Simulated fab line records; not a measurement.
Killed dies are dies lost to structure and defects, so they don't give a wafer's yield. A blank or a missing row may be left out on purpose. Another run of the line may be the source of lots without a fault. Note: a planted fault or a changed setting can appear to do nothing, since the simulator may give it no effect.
Code-filled problem report in 8D (eight disciplines) form	flow rit_cmos	the parts of the form that need people (team, actions taken, sign-off) are left out

## 1. THE ISSUE
Mean of run_length_s at RIT_SILICIDE_WET_ETCH_05: 104.0 s across 9 wafers in 3 lots; on wafers with no fault it is 146.2 s (standard deviation 2.5). That is -17 standard deviations from the usual mean.
The step: etches Ti in SPM, time 120 s.
Seen first at day 5 20:13 on wet_bench-03, wafer L577.1. The record has a number at this step for 21 wafers belonging to 7 lots. The rule behind "out" and "out of limits": a value lying over 4 standard deviations away from the usual mean. The other wafers with a number count as sound.

## 2. WHAT IT IS, AND WHAT IT ISN'T
question	is	is not
which readings at this step	run_length_s	-
which lots	L577, L578, L579	L566, L576, L584, L587
which wafers of those lots	all that have a number	-
read on which tools	wet_bench-03	wet_bench-01, wet_bench-02
when	from day 5 20:13	up to then (6 sound wafers); but 6 sound wafers of L584, L587 came after

## 3. THE SUSPECTS, EACH WITH WHAT RULES IT OUT
Counting: a tool at a process step up to the reading stays a suspect if it ran every lot that is out and no sound lot after the first of them.
- wet_bench-03 at RIT_SILICIDE_WET_ETCH_05 (etches Ti in SPM, time 120 s): kept. It ran every lot that is out, first L577 (day 5 20:13), and no sound lot after that; its last sound lot up to then is L576 (day 5 12:33). Its own run_length_s readings are out on those wafers.
After counting, what remains is wet_bench-03 at RIT_SILICIDE_WET_ETCH_05.

## 4. THE CAUSE (what the simulator had put in)
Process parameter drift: wet_bench-03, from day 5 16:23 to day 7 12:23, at RIT_SILICIDE_WET_ETCH_05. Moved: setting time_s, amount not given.
This tool alone remained once counting was done.

## 5. SEQUENCE OF EFFECTS, ordered by route
Rows list readings where the struck wafers' mean (over those with a number) sits beyond 3 standard deviations from the usual. Only readings whose record carries a usual standard deviation are examined. hours: median over the lots of the time between each lot's start at the first step of this table that gives one and its start at this step. sigmas: the change, counted in usual standard deviations.
hours	step	reading	usual	on struck wafers	change	sigmas
0	RIT_SILICIDE_WET_ETCH_05	run_length_s	146.2 s	104.0	-42.2	-17
Its process steps:
- RIT_SILICIDE_WET_ETCH_05: etches Ti in SPM, time 120 s.

## 6. HOW IT WOULD HAVE BEEN CAUGHT EARLIER
In this record no reading fell out of limits until day 5 20:13, 4 hours after the fault had begun at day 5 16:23.
